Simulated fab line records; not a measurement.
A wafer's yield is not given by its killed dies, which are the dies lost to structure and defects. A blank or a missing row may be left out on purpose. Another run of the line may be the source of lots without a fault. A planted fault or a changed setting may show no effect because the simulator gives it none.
Split-lot experiment || flow rit cmos || 23 wafers read from 5 lots, route of 202 steps

== THE SPLIT ITSELF ==
At RIT_GATE_CVD_08 (deposits poly-Si from SiH4, target thk 250 nm, time 2220 s), the setting temp c was moved away from the recipe's 610 C on 20 of the 23 wafers read, by +0.9% to +2.2%. This setting was run at the recipe's value on the other wafers.

== FROM THE SPLIT TO THE READING: what the file shows between them, 10 steps ==
- RIT_REOX_CLEAN_00: cleans in SC1, time 600 s (also split here: temp c)
- RIT_PLDD_COAT_01: resist thk 1000 nm (also split here: spin rpm)
- RIT_PLDD_SOFTBAKE_02: time 60 s (also split here: temp c)
- RIT_PLDD_EXPOSE_03: exposes mask M8, target cd 40900 nm
- RIT_PLDD_PEB_04
- RIT_PLDD_DEVELOP_05: develop time 50 s
- RIT_PLDD_HARDBAKE_07: time 60 s
- RIT_PLDD_IMPLANT_08
- RIT_PLDD_STRIP_09: strips in O2, time 180 s
- RIT_SPACER_CVD_03: deposits Si3N4 from SiH2Cl2/NH3, target thk 250 nm, time 3300 s

== THE READING ==
poly-Si_of_GATE_CVD_08.thk nm (the simulator's own value, which no gauge read), in nm, at RIT_SPACER_ETCHBACK_05 (etches Si3N4 in SF6/CHF3, stops on SiO2, target depth 250 nm, time 240 s). No usual value for it is given in the file. The 3 wafers here that ran the recipe average 169.4 nm, standard deviation 0.92 nm.

{"wafer": "L074.1", "tool, chamber at the split": "-, -", "temp c as run, C": 620, "against the recipe": "+1.6%", "poly-Si_of_GATE_CVD_08.thk nm, nm": 231.3, "against lot-mates on the recipe": "no lot-mate on the recipe"}
{"wafer": "L074.2", "tool, chamber at the split": "-, -", "temp c as run, C": 620, "against the recipe": "+1.6%", "poly-Si_of_GATE_CVD_08.thk nm, nm": 232.7, "against lot-mates on the recipe": "no lot-mate on the recipe"}
{"wafer": "L074.4", "tool, chamber at the split": "-, -", "temp c as run, C": 620, "against the recipe": "+1.6%", "poly-Si_of_GATE_CVD_08.thk nm, nm": 232.8, "against lot-mates on the recipe": "no lot-mate on the recipe"}
{"wafer": "L074.5", "tool, chamber at the split": "-, -", "temp c as run, C": 620, "against the recipe": "+1.6%", "poly-Si_of_GATE_CVD_08.thk nm, nm": 231.1, "against lot-mates on the recipe": "no lot-mate on the recipe"}
{"wafer": "L074.6", "tool, chamber at the split": "-, -", "temp c as run, C": 620, "against the recipe": "+1.6%", "poly-Si_of_GATE_CVD_08.thk nm, nm": 232.6, "against lot-mates on the recipe": "no lot-mate on the recipe"}
{"wafer": "L078.1", "tool, chamber at the split": "-, -", "temp c as run, C": 623.3, "against the recipe": "+2.2%", "poly-Si_of_GATE_CVD_08.thk nm, nm": 258.1, "against lot-mates on the recipe": "no lot-mate on the recipe"}
{"wafer": "L078.2", "tool, chamber at the split": "-, -", "temp c as run, C": 623.3, "against the recipe": "+2.2%", "poly-Si_of_GATE_CVD_08.thk nm, nm": 256.1, "against lot-mates on the recipe": "no lot-mate on the recipe"}
{"wafer": "L078.3", "tool, chamber at the split": "-, -", "temp c as run, C": 623.3, "against the recipe": "+2.2%", "poly-Si_of_GATE_CVD_08.thk nm, nm": 258.6, "against lot-mates on the recipe": "no lot-mate on the recipe"}
{"wafer": "L078.5", "tool, chamber at the split": "-, -", "temp c as run, C": 623.3, "against the recipe": "+2.2%", "poly-Si_of_GATE_CVD_08.thk nm, nm": 256.5, "against lot-mates on the recipe": "no lot-mate on the recipe"}
{"wafer": "L078.6", "tool, chamber at the split": "-, -", "temp c as run, C": 623.3, "against the recipe": "+2.2%", "poly-Si_of_GATE_CVD_08.thk nm, nm": 256.5, "against lot-mates on the recipe": "no lot-mate on the recipe"}
{"wafer": "L080.1", "tool, chamber at the split": "-, -", "temp c as run, C": 615.3, "against the recipe": "+0.9%", "poly-Si_of_GATE_CVD_08.thk nm, nm": 202.7, "against lot-mates on the recipe": "no lot-mate on the recipe"}
{"wafer": "L080.2", "tool, chamber at the split": "-, -", "temp c as run, C": 615.3, "against the recipe": "+0.9%", "poly-Si_of_GATE_CVD_08.thk nm, nm": 200.9, "against lot-mates on the recipe": "no lot-mate on the recipe"}
{"wafer": "L080.3", "tool, chamber at the split": "-, -", "temp c as run, C": 615.3, "against the recipe": "+0.9%", "poly-Si_of_GATE_CVD_08.thk nm, nm": 202.2, "against lot-mates on the recipe": "no lot-mate on the recipe"}
{"wafer": "L080.5", "tool, chamber at the split": "-, -", "temp c as run, C": 615.3, "against the recipe": "+0.9%", "poly-Si_of_GATE_CVD_08.thk nm, nm": 200.6, "against lot-mates on the recipe": "no lot-mate on the recipe"}
{"wafer": "L080.6", "tool, chamber at the split": "-, -", "temp c as run, C": 615.3, "against the recipe": "+0.9%", "poly-Si_of_GATE_CVD_08.thk nm, nm": 201.7, "against lot-mates on the recipe": "no lot-mate on the recipe"}
{"wafer": "L081.3", "tool, chamber at the split": "lpcvd-01, 0", "temp c as run, C": 610, "against the recipe": "recipe", "poly-Si_of_GATE_CVD_08.thk nm, nm": 168.4, "against lot-mates on the recipe": "-"}
{"wafer": "L081.4", "tool, chamber at the split": "lpcvd-01, 0", "temp c as run, C": 610, "against the recipe": "recipe", "poly-Si_of_GATE_CVD_08.thk nm, nm": 169.1, "against lot-mates on the recipe": "-"}
{"wafer": "L081.6", "tool, chamber at the split": "lpcvd-01, 0", "temp c as run, C": 610, "against the recipe": "recipe", "poly-Si_of_GATE_CVD_08.thk nm, nm": 170.6, "against lot-mates on the recipe": "-"}
{"wafer": "L083.1", "tool, chamber at the split": "-, -", "temp c as run, C": 621.8, "against the recipe": "+1.9%", "poly-Si_of_GATE_CVD_08.thk nm, nm": 252, "against lot-mates on the recipe": "no lot-mate on the recipe"}
{"wafer": "L083.2", "tool, chamber at the split": "-, -", "temp c as run, C": 621.8, "against the recipe": "+1.9%", "poly-Si_of_GATE_CVD_08.thk nm, nm": 250.7, "against lot-mates on the recipe": "no lot-mate on the recipe"}
{"wafer": "L083.3", "tool, chamber at the split": "-, -", "temp c as run, C": 621.8, "against the recipe": "+1.9%", "poly-Si_of_GATE_CVD_08.thk nm, nm": 249.7, "against lot-mates on the recipe": "no lot-mate on the recipe"}
{"wafer": "L083.5", "tool, chamber at the split": "-, -", "temp c as run, C": 621.8, "against the recipe": "+1.9%", "poly-Si_of_GATE_CVD_08.thk nm, nm": 250.4, "against lot-mates on the recipe": "no lot-mate on the recipe"}
{"wafer": "L083.6", "tool, chamber at the split": "-, -", "temp c as run, C": 621.8, "against the recipe": "+1.9%", "poly-Si_of_GATE_CVD_08.thk nm, nm": 250.5, "against lot-mates on the recipe": "no lot-mate on the recipe"}

FIT RESULTS
A straight line over all 23 wafers: poly-Si_of_GATE_CVD_08.thk nm changes by +41.3 nm for each +1% of temp c; r = +1.00; the points scatter about the line by 2.6 nm.
Too few moved wafers with a lot-mate on the recipe to fit a line net of each lot's own level.

== THE WHOLE CHAIN: every reading that the file lists as answering this split, in the file's order ==
{"step": "RIT_REOX_CLEAN_00", "what it does": "cleans in SC1, time 600 s", "reading": "poly-Si_of_GATE_CVD_08.thk nm (the simulator's own value, which no gauge read)", "change (the file's fit)": "+41.6 nm for each +1% of the setting", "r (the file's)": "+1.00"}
{"step": "RIT_SPACER_ETCHBACK_05", "what it does": "etches Si3N4 in SF6/CHF3, stops on SiO2, target depth 250 nm, time 240 s", "reading": "poly-Si_of_GATE_CVD_08.thk nm (the simulator's own value, which no gauge read)", "change (the file's fit)": "+41.4 nm for each +1% of the setting", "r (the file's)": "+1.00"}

== THE FILE'S OWN FIT ==
poly-Si_of_GATE_CVD_08.thk nm changes by +41.4 nm for each +1% of temp c, r = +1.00.
